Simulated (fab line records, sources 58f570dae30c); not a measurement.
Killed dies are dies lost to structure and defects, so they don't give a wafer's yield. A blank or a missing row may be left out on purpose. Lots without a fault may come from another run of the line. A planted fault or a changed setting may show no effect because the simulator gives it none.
A struck lot beside a sound one | flow berkeley_cmos170 | 16 steps out of a route of 331
Sound: wafers L289.2, L289.3, L289.6. Struck: wafers L280.3, L280.4, L280.5. The cause comes at the end.
At each step with rows: each side's tool, then ch and its chambers, then its first start. Under that, the readings that differ: sound wafers | struck wafers | difference of the means | sigmas: that difference in standard deviations of wafers without a fault.
alike: readings whose means differ by less than 2 such deviations, and words and numbers that are the same on both sides. not compared: withheld readings, readings that some wafer has no value for, bounds like >300 that may hide the same value, and numbers for which the record gives no deviation and whose values overlap.
The two part at a step that has a row with sigmas, a row that says differs or no value, or rows on one side only. Numbers that don't overlap but have no deviation are shown without sigmas and don't part them. A reading that every wafer of one side lacks parts them only if that side has two wafers or more.

UCB170_NWELL_THK_MEAS_02:
  sound on film_metro-03, day 6 23:20; struck on film_metro-04, day 4 21:35
  alike: NWELL_OXIDE_THK
then, 2 steps without rows for these wafers: UCB170_NWELL_ANNEAL_03 (time 900 s); UCB170_NWELL_CVD_04 (deposits Si3N4 from SiH2Cl2/NH3, target thk 224 nm, time 3360 s).
UCB170_NWELL_THK_MEAS_05:
  sound on film_metro-03, day 7 06:46; struck on film_metro-04, day 5 05:02
  alike: NWELL_NITRIDE_THK
then, 6 steps without rows for these wafers: UCB170_NWELL_HMDS_06 (prime time 60 s); UCB170_NWELL_COAT_07 (resist thk 900 nm); UCB170_NWELL_SOFTBAKE_08 (time 60 s); UCB170_NWELL_EXPOSE_09 (exposes mask NWELL, target cd 3000 nm); UCB170_NWELL_PEB_10; UCB170_NWELL_DEVELOP_11 (develop time 45 s).
UCB170_NWELL_OVL_MEAS_12:
  sound on overlay-02, day 7 07:55; struck on overlay-02, day 5 06:04
  alike: NWELL_OVL
UCB170_NWELL_ETCH_13: etches Si3N4 in CH3F/Ar/O2, stops on SiO2, target depth 246.4 nm, time 154 s.
  sound on rie_diel-01 ch 0,3, day 7 07:56; struck on rie_diel-01 ch 1,2,3, day 5 06:05
  alike: drypump_motor_current_A, oes_product_au, throttle_valve_pct
  not compared: rf_hours_counter_h
UCB170_NWELL_IMPLANT_14:
  sound on implanter-04 ch 0, day 7 08:04; struck on implanter-02 ch 0, day 5 06:34
  alike: dose_ions_cm2
UCB170_NWELL_STRIP_15: strips in O2.
  sound on plasma_asher-04 ch 1, day 7 08:11; struck on plasma_asher-02 ch 0,1, day 5 06:41
  alike: drypump_motor_current_A, oes_product_au, strip_time_to_endpoint_s
  not compared: rf_hours_counter_h
UCB170_NWELL_TW_MEAS_16:
  sound on film_metro-02, day 7 08:18; struck on film_metro-03, day 5 06:47
  reading  | sound          | struck         | difference | sigmas
  NWELL_TW | 1246 1245 1241 | 1525 1539 1531 | +288       | +24
then, 1 step without rows for these wafers: UCB170_NWELL_CLEAN_17 (cleans in SPM, time 600 s).

WHERE THEY PART
Only at UCB170_NWELL_TW_MEAS_16, within this record.

WHY: what the simulator had put in
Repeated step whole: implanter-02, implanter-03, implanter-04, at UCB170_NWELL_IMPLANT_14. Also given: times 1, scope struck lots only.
